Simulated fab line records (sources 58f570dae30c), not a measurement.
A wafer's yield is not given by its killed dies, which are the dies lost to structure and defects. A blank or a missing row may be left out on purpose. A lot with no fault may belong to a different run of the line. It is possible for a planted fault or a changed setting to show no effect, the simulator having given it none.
Split-lot trial + flow berkeleyCmos170 + route with 331 steps; 5 lots, 23 wafers read

== ABOUT THE SPLIT ==
At UCB170_M3_METAL_ETCH_18 (etches Al in Cl2/BCl3, stops on SiO2, target depth 1170 nm, time 195 s), the setting timeS was moved away from the recipe's 195 s on 6 of the 23 wafers read, by +9.7% to +13.4%. This setting was run at the recipe's value on the other wafers.

Between the split and the reading, the file records no step.

== THE READING ==
oesProductAu, in a.u., at UCB170_M3_STRIP_19 (strips in O2). Fault-free wafers of this fab line usually give 0.538 a.u., standard deviation 0.0079 a.u.

| wafer  | tool, chamber at the split | timeS as run, s | against the recipe | oesProductAu, a.u. | against lot-mates on the recipe |
|--------|----------------------------|-----------------|--------------------|--------------------|---------------------------------|
| L076.1 | rieMetal-01, 1,0,0,0,1     | 195             | recipe             | 0.541              | -                               |
| L076.2 | rieMetal-01, 1,0,0,0,1     | 195             | recipe             | 0.542              | -                               |
| L076.4 | rieMetal-01, 1,0,0,0,1     | 195             | recipe             | 0.543              | -                               |
| L076.5 | rieMetal-01, 1,0,0,0,1     | 195             | recipe             | 0.538              | -                               |
| L076.6 | rieMetal-01, 1,0,0,0,1     | 195             | recipe             | 0.540              | -                               |
| L075.1 | rieMetal-02, 1,1,0         | 195             | recipe             | 0.536              | -                               |
| L075.3 | rieMetal-02, 1,1,0         | 195             | recipe             | 0.529              | -                               |
| L075.4 | rieMetal-02, 1,1,0         | 195             | recipe             | 0.542              | -                               |
| L079.1 | rieMetal-02, 1,0,0,1,0     | 195             | recipe             | 0.533              | -                               |
| L079.2 | rieMetal-02, 1,0,0,1,0     | 195             | recipe             | 0.540              | -                               |
| L079.4 | rieMetal-02, 1,0,0,1,0     | 195             | recipe             | 0.526              | -                               |
| L079.5 | rieMetal-02, 1,0,0,1,0     | 195             | recipe             | 0.528              | -                               |
| L079.6 | rieMetal-02, 1,0,0,1,0     | 195             | recipe             | 0.540              | -                               |
| L084.2 | rieMetal-02, 0,1           | 195             | recipe             | 0.550              | -                               |
| L084.3 | rieMetal-02, 0,1,0         | 213.9           | +9.7%              | 0.470              | -0.074                          |
| L084.4 | rieMetal-02, 0,1,0         | 213.9           | +9.7%              | 0.466              | -0.078                          |
| L084.5 | rieMetal-02, 0,1           | 195             | recipe             | 0.537              | -                               |
| L084.6 | rieMetal-02, 0,1,0         | 213.9           | +9.7%              | 0.481              | -0.063                          |
| L083.1 | rieMetal-03, 0,0,1         | 221.2           | +13.4%             | 0.438              | -0.096                          |
| L083.2 | rieMetal-03, 1             | 195             | recipe             | 0.530              | -                               |
| L083.3 | rieMetal-03, 1             | 195             | recipe             | 0.539              | -                               |
| L083.4 | rieMetal-03, 0,0,1         | 221.2           | +13.4%             | 0.443              | -0.091                          |
| L083.5 | rieMetal-03, 0,0,1         | 221.2           | +13.4%             | 0.443              | -0.091                          |
When a row names more than one chamber, that row covers several wafers, and the file does not tell which wafer ran in which chamber.

THE FIT
A straight line over all 23 wafers: oesProductAu changes by -0.007 a.u. for each +1% of timeS; r = -0.99; the points scatter about the line by 0.0062 a.u.
The same after taking each lot's own level away (the mean of its wafers on the recipe; 23 wafers): -0.00706 a.u. for each +1%; r = -0.99; scatter 0.0052 a.u.
On that fit, the largest move of timeS shifts the reading by 0.095 a.u.
The lots' own levels span 0.5334 to 0.5435 a.u., that is 1.3 times the standard deviation above.
So the lot-to-lot level changes the slope little: the two slopes agree.
Check: for one of the wafers moved furthest among these (+13.4%), held out of the fit, the line's prediction against its lot-mates is -0.0946 a.u. Against them it came out at -0.0965 a.u.

== THE OTHER SPLITS THESE WAFERS WENT THROUGH ==
These wafers also went through other splits before the reading. Each is held against what the fit with the lots' levels taken away leaves over:
| other split on the same wafers | wafers away from the commonest value | r with oesProductAu (lot level and that fit taken away) |
|--------------------------------|--------------------------------------|---------------------------------------------------------|
| UCB170_M2_PEB_13 pebTempC      | 11                                   | -0.06                                                   |
| UCB170_V2_COAT_07 resistThkNm  | 6                                    | +0.06                                                   |
| UCB170_V2_ETCH_14 timeS        | 5                                    | -0.12                                                   |

== THE FILE'S OWN FIT ==
oesProductAu changes by -0.00708 a.u. for each +1% of timeS, r = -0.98.
